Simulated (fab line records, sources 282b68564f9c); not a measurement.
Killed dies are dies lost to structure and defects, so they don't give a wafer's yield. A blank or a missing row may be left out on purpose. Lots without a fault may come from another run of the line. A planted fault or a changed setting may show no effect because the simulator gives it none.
A struck lot beside a sound one | flow rit_cmos | 18 steps out of a route of 202
Sound: wafers L426.3, L426.5, L426.6. Struck: wafer L437.2. (L437.1, L437.4 of the same lot were not struck and are left out.) The cause comes at the end.
At each step with rows: each side's tool, then ch and its chambers, then its first start. Under that, the readings that differ: sound wafers | struck wafers | difference of the means | sigmas: that difference in standard deviations of wafers without a fault.
alike: readings whose means differ by less than 2 such deviations, and words and numbers that are the same on both sides. not compared: withheld readings, readings that some wafer has no value for, bounds like >300 that may hide the same value, and numbers for which the record gives no deviation and whose values overlap.
The two part at a step that has a row with sigmas, a row that says differs or no value, or rows on one side only. Numbers that don't overlap but have no deviation are shown without sigmas and don't part them. A reading that every wafer of one side lacks parts them only if that side has two wafers or more.

RIT_M1_SPUTTER_00: material Al, target thk 400 nm, time 500 s.
  sound on pvd_sputter-04, day 4 22:07; struck on pvd_sputter-04, day 7 08:34
  alike: throttle_valve_pct
RIT_M1_RS_MEAS_01: measures by four-point-probe.
  sound on film_metro-02, day 4 22:26; struck on film_metro-03, day 7 08:51
  alike: M1_AL_RS
RIT_M1_THK_MEAS_02: measures by xrf.
  sound on film_metro-02, day 4 22:32; struck on film_metro-03, day 7 08:58
  alike: M1_AL_THK
then, 6 steps without rows for these wafers: RIT_M1_HMDS_03 (prime time 60 s); RIT_M1_COAT_04 (resist thk 1300 nm); RIT_M1_SOFTBAKE_05 (time 60 s); RIT_M1_EXPOSE_06 (exposes mask M12, target cd 2600 nm); RIT_M1_PEB_07; RIT_M1_DEVELOP_08 (develop time 68 s).
RIT_M1_CD_MEAS_09: target cd 2600 nm.
  sound on cd_sem-02, day 4 23:30; struck on cd_sem-02, day 7 09:55
  alike: cd_nm
RIT_M1_OVL_MEAS_10:
  sound on overlay-01, day 4 23:35; struck on overlay-01, day 7 10:02
  alike: M1_OVL
then, 1 step without rows for these wafers: RIT_M1_HARDBAKE_11 (time 120 s).
RIT_M1_METAL_ETCH_12: etches Al in Cl2/BCl3, stops on SiO2, time 165 s, target depth 600 nm.
  sound on rie_metal-01 ch 0,1, day 4 23:55; struck on rie_metal-01 ch 0, day 7 10:19
  reading                                  | sound             | struck | difference                   | sigmas
  mfc_cl2_sccm (sccm)                      | 60.37 60.03 60.17 | 59.57  | -0.62                        | -3
  rf_hours_counter_h (h)                   | - - -             | 5      | no value on the sound wafers |
  model.NOVOLAK_of_M1_COAT_04.thk_nm (nm)  | 810 808.3 805.2   | 692.6  | -115.2                       |
  model.SiO2_of_CONTACT_CVD_00.thk_nm (nm) | 375.2 376.1 380.1 | 358.3  | -18.8                        |
  model.M1.feature_depth_nm (nm)           | 438.2 439.8 439.7 | 448.1  | +8.9                         |
  alike: drypump_motor_current_A, he_backside_leak_sccm, oes_product_au, throttle_valve_pct
then, 1 step without rows for these wafers: RIT_M1_STRIP_13 (strips in nmp, time 600 s).
RIT_M1_STRIP_14: strips in O2, time 180 s.
  sound on plasma_asher-01 ch 0,1, day 5 00:16; struck on plasma_asher-04 ch 1, day 7 10:39
  reading                     | sound       | struck | difference                   | sigmas
  drypump_motor_current_A (A) | 6.0 6.0 5.7 | 5.0    | -0.9                         | -3
  rf_hours_counter_h (h)      | - - -       | 55     | no value on the sound wafers |
RIT_M1_CD_MEAS_90: target cd 2600 nm.
  sound on cd_sem-01, day 5 00:25; struck on cd_sem-02, day 7 10:50
  reading    | sound                | struck | difference | sigmas
  cd_nm (nm) | 2600.7 2601.6 2600.2 | 2589.9 | -10.9      | -5
then, 1 step without rows for these wafers: RIT_M1_ANNEAL_15 (time 1800 s).
RIT_M1_PROBE_99:
  sound on prober-01, day 5 02:13; struck on prober-02, day 7 12:37
  reading                               | sound                        | struck   | difference | sigmas
  killed_at_contacts                    | 0 0 0                        | 1        | +1         | +4
  sort_bin_5_function (%)               | 0.8 2.7 0                    | 3.0      | +1.8       | +2
  model.etest.antenna_m1.vt_shift_v (V) | -0.009949 -0.006921 -0.01168 | -0.02397 | -0.01445   |
  alike: defect_limited_yield, killed_at_front_end, killed_dies, killed_open, killed_short, sort_bin_3_pad_short, sort_bin_6_memory, sort_n_pass, sort_yield_pct

WHERE THEY PART
First at RIT_M1_METAL_ETCH_12; last, within this record, at RIT_M1_PROBE_99.

WHY: what the simulator had put in
Process parameter drift: rie_metal-01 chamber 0, from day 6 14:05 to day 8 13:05, at RIT_M1_METAL_ETCH_12. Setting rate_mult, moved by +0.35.
